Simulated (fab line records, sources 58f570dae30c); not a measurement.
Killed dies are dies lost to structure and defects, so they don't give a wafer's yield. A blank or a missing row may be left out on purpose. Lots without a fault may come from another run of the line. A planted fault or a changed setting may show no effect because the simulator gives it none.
Which tool did it? | flow berkeley_cmos170 | 14 lots, 42 wafers sampled, at 5 steps of a route of 331

WHAT THE GAUGES READ, wafer by wafer
UCB170_PWELL_TW_MEAS_17. Usual: PWELL_TW 377, standard deviation 3.5.
lot  | measured    | on            | PWELL_TW    | flag
L208 | day 3 19:38 | film_metro-02 | 378 379 377 |
L211 | day 4 05:32 | film_metro-04 | 375 375 376 |
L210 | day 4 05:49 | film_metro-04 | 377 375 378 |
L209 | day 4 06:04 | film_metro-02 | 379 379 380 |
L213 | day 4 19:02 | film_metro-01 | 371 372 370 |
L216 | day 5 07:10 | film_metro-01 | 374 375 374 |
L217 | day 5 15:02 | film_metro-01 | 373 374 373 |
L219 | day 5 20:16 | film_metro-01 | 371 372 372 |
L218 | day 5 20:31 | film_metro-04 | 379 378 378 |
L220 | day 6 04:28 | film_metro-01 | 373 371 369 |
L223 | day 7 07:03 | film_metro-02 | 402 402 403 | OFF
L227 | day 7 14:35 | film_metro-04 | 406 407 406 | OFF
L228 | day 8 04:22 | film_metro-04 | 378 377 378 |
L230 | day 8 16:22 | film_metro-04 | 380 377 378 |

UCB170_NSD_CD_MEAS_06: target cd 1200 nm. Usual: cd_nm 1199.8 nm, standard deviation 1.4.
lot  | measured     | on        | cd_nm (nm)           | flag
L208 | day 8 09:26  | cd_sem-01 | 1199.0 1198.4 1199.6 |
L211 | day 8 16:24  | cd_sem-02 | 1200.6 1200.6 1200.5 |
L210 | day 8 17:00  | cd_sem-01 | 1198.9 1199.6 1199.0 |
L209 | day 8 16:42  | cd_sem-02 | 1198.3 1199.7 1200.1 |
L213 | day 9 03:55  | cd_sem-02 | 1200.4 1199.4 1199.2 |
L216 | day 9 15:58  | cd_sem-01 | 1200.0 1200.4 1198.3 |
L217 | day 10 01:10 | cd_sem-01 | 1199.7 1199.8 1199.8 |
L219 | day 10 02:19 | cd_sem-01 | 1199.3 1199.1 1199.8 |
L218 | day 10 02:05 | cd_sem-02 | 1198.2 1198.9 1198.1 |
L220 | day 10 17:54 | cd_sem-02 | 1198.1 1198.9 1200.0 |
L223 | day 11 15:56 | cd_sem-02 | 1198.0 1197.7 1196.5 |
L227 | day 11 16:39 | cd_sem-01 | 1202.1 1200.7 1201.1 |
L228 | day 12 12:20 | cd_sem-02 | 1200.6 1200.3 1199.7 |
L230 | day 13 05:53 | cd_sem-01 | 1198.2 1199.2 1198.4 |

UCB170_SILICIDE_RS_MEAS_02: measures by four-point-probe. Usual: SILICIDE_TI_RS 26.0 ohm/sq, standard deviation 0.38.
lot  | measured     | on            | SILICIDE_TI_RS (ohm/sq) | flag
L208 | day 8 11:29  | film_metro-04 | 25.9 25.5 26.2          |
L211 | day 8 19:08  | film_metro-04 | 25.5 25.5 25.4          |
L210 | day 8 20:27  | film_metro-04 | 25.7 25.8 25.6          |
L209 | day 8 19:53  | film_metro-01 | 26.3 27.0 26.5          |
L213 | day 9 06:14  | film_metro-02 | 26.2 26.0 25.9          |
L216 | day 9 18:27  | film_metro-02 | 26.1 25.1 25.5          |
L217 | day 10 03:52 | film_metro-02 | 25.9 25.1 25.6          |
L219 | day 10 04:50 | film_metro-04 | 26.3 26.7 26.7          |
L218 | day 10 04:30 | film_metro-01 | 26.0 26.1 25.6          |
L220 | day 10 20:43 | film_metro-02 | 25.6 26.3 26.1          |
L223 | day 11 18:34 | film_metro-04 | 25.7 25.8 26.1          |
L227 | day 11 19:17 | film_metro-01 | 26.0 25.8 25.4          |
L228 | day 12 15:27 | film_metro-04 | 26.8 26.7 26.8          |
L230 | day 13 08:31 | film_metro-01 | 25.8 25.7 25.6          |

WHICH TOOL RAN EACH LOT (tool, then ch and the chambers of the sampled wafers, then the start)
lot  | UCB170_PWELL_IMPLANT_15        | UCB170_SDANNEAL_RTA_00
L208 | implanter-01 ch 0, day 3 19:24 | rtp_anneal-02 ch 0, day 8 10:47
L211 | implanter-04 ch 0, day 4 05:19 | rtp_anneal-01 ch 0, day 8 18:25
L210 | implanter-03 ch 0, day 4 05:34 | rtp_anneal-02 ch 0, day 8 19:44
L209 | implanter-01 ch 0, day 4 05:49 | rtp_anneal-02 ch 0, day 8 19:11
L213 | implanter-01 ch 0, day 4 18:49 | rtp_anneal-02 ch 0, day 9 05:31
L216 | implanter-03 ch 0, day 5 06:56 | rtp_anneal-02 ch 0, day 9 17:44
L217 | implanter-01 ch 0, day 5 14:47 | rtp_anneal-01 ch 0, day 10 03:10
L219 | implanter-01 ch 0, day 5 20:01 | rtp_anneal-02 ch 0, day 10 04:08
L218 | implanter-03 ch 0, day 5 20:17 | rtp_anneal-02 ch 0, day 10 03:47
L220 | implanter-04 ch 0, day 6 04:13 | rtp_anneal-01 ch 0, day 10 20:00
L223 | implanter-03 ch 0, day 7 06:49 | rtp_anneal-02 ch 0, day 11 17:49
L227 | implanter-03 ch 0, day 7 14:21 | rtp_anneal-02 ch 0, day 11 18:34
L228 | implanter-01 ch 0, day 8 04:07 | rtp_anneal-01 ch 0, day 12 14:44
L230 | implanter-04 ch 0, day 8 16:07 | rtp_anneal-02 ch 0, day 13 07:49
- UCB170_PWELL_IMPLANT_15
- UCB170_SDANNEAL_RTA_00: time 10 s.

WHAT THE TOOLS THEMSELVES READ (means of the sampled wafers that have a number; where no wafer has one, the mark that the record gives instead)
UCB170_PWELL_IMPLANT_15. Usual: beam_on_s 9.97 s, standard deviation 0.2; faraday_current_uA 15.9, standard deviation 0.31.
lot  | tool         | beam_on_s (s) | faraday_current_uA | flag
L208 | implanter-01 | 9.97          | 15.9               |
L211 | implanter-04 | 9.86          | 16.1               |
L210 | implanter-03 | 9.84          | 16.1               |
L209 | implanter-01 | 9.88          | 16.0               |
L213 | implanter-01 | 9.86          | 16.1               |
L216 | implanter-03 | 9.87          | 16.0               |
L217 | implanter-01 | 9.96          | 15.9               |
L219 | implanter-01 | 9.90          | 16.0               |
L218 | implanter-03 | 9.96          | 16.0               |
L220 | implanter-04 | 10.07         | 15.8               |
L223 | implanter-03 | 12.16         | 13.1               | OFF
L227 | implanter-03 | 12.34         | 12.8               | OFF
L228 | implanter-01 | 9.97          | 15.9               |
L230 | implanter-04 | 10.07         | 15.8               |

UCB170_SDANNEAL_RTA_00. Usual: lamp_power_pct 22.0 %, standard deviation 0.54; wafer_temp_C_max 904.6, standard deviation 1.1.
lot  | tool          | lamp_power_pct (%) | wafer_temp_C_max | flag
L208 | rtp_anneal-02 | 21.6               | 904.9            |
L211 | rtp_anneal-01 | 22.7               | 903.7            |
L210 | rtp_anneal-02 | 21.6               | 904.6            |
L209 | rtp_anneal-02 | 21.6               | 905.0            |
L213 | rtp_anneal-02 | 21.6               | 905.0            |
L216 | rtp_anneal-02 | 21.6               | 904.3            |
L217 | rtp_anneal-01 | 22.7               | 904.3            |
L219 | rtp_anneal-02 | 21.6               | 904.9            |
L218 | rtp_anneal-02 | 21.6               | 905.6            |
L220 | rtp_anneal-01 | 22.7               | 903.5            |
L223 | rtp_anneal-02 | 21.6               | 905.1            |
L227 | rtp_anneal-02 | 21.6               | 904.2            |
L228 | rtp_anneal-01 | 22.7               | 904.1            |
L230 | rtp_anneal-02 | 21.6               | 904.7            |

THE ANSWER, worked out from the rows above alone
Rule: a lot is off if the mean of its wafers that have a number lies more than 3 standard deviations from the usual mean. A lot without any number at a reading at which 4 lots or more have one is off too. The other lots that the step has rows for count as sound. The gauges are gone through in route order, then the tools' own readings, and for those a lot's mean is taken as printed above. The first step at which some lot is off is used, and at that step the reading that is off furthest; a lot without a number counts as furthest.
Off: L223, L227, at UCB170_PWELL_TW_MEAS_17 (PWELL_TW).
A tool fits if, at a process step before that reading, it ran every lot that is off, and no sound lot after the first of them. The gauges at UCB170_PWELL_TW_MEAS_17 aren't tried: what is off there is off at UCB170_PWELL_IMPLANT_15 too, on other tools, and a gauge's error can't cause that. One fits: implanter-03 at UCB170_PWELL_IMPLANT_15. Its last sound lot is L218 (day 5 20:17), its first lot that is off L223 (day 7 06:49): a fault that began between those two fits.
The tool's own readings at UCB170_PWELL_IMPLANT_15 bear it out: on the lots that are off they differ by more than 5 times the standard deviation of the sound lots' means. beam_on_s reads 12.25 s there against 9.93 s on the sound lots; faraday_current_uA reads 12.9 there against 16.0 on the sound lots.

WHAT THE SIMULATOR HAD PUT IN
Process parameter drift: implanter-03, from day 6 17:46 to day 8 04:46, at UCB170_PWELL_IMPLANT_15. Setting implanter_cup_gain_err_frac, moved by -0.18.
Lots struck among those shown: L223, L227. The rule above found the same.
